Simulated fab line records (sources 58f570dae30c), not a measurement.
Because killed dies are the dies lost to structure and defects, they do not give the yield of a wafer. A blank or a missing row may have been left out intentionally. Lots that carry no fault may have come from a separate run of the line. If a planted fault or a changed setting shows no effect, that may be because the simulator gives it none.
Chamber matching	flow berkeley_cmos170	UCB170_V2_CMP_02 on cmp-02: 4 sister chambers
The step polishes SiO2. 8 wafers are shown with their chamber, then 7 later ones without.

EACH WAFER AND ITS CHAMBER
wafer	chamber	motor_current_A (A)	slurry_filter_dp_kPa (kPa)
L802.5	2	18.6	13.38
L807.3	1	17.5	13.36
L807.6	2	17.7	13.52
L816.3	3	16.6	13.64
L816.5	0	18.0	13.64
L816.6	3	16.4	13.49
L817.1	1	18.1	13.45
L817.2	0	18.5	13.57

WAFERS WITHOUT THEIR CHAMBER
wafer	motor_current_A (A)	slurry_filter_dp_kPa (kPa)
L817.5	17.2	13.35
L823.3	18.3	13.59
L823.4	15.9	13.72
L823.6	15.7	13.63
L822.2	18.6	13.44
L822.3	16.0	13.63
L822.4	17.0	13.35

WHICH CHAMBER EACH ONE RAN IN
wafer	from the rows above	in truth
L817.5	can't be placed: 1 or 2 or 3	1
L823.3	can't be placed: 0 or 2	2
L823.4	3	3
L823.6	3	3
L822.2	can't be placed: 2 or 1 or 0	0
L822.3	3	3
L822.4	can't be placed: 1 or 3 or 2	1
Correct placement for 3 of the 7. From these rows, 4 cannot be placed; in 4 the true chamber is one of the candidates. Number placed wrongly: 0.
How it was worked out, from the rows above alone: a wafer's distance from a chamber is the root of the sum, over the readings, of the square of ((its reading less the chamber's mean) divided by the reading's scatter). The wafer belongs to the nearest chamber; if the next one is less than 2 further off, it can't be placed. The mean given for a chamber averages the wafers shown for that chamber. The scatter is the square root of a quotient: the sum, over the shown wafers, of each reading's squared deviation from its chamber's mean, divided by wafers minus chambers.
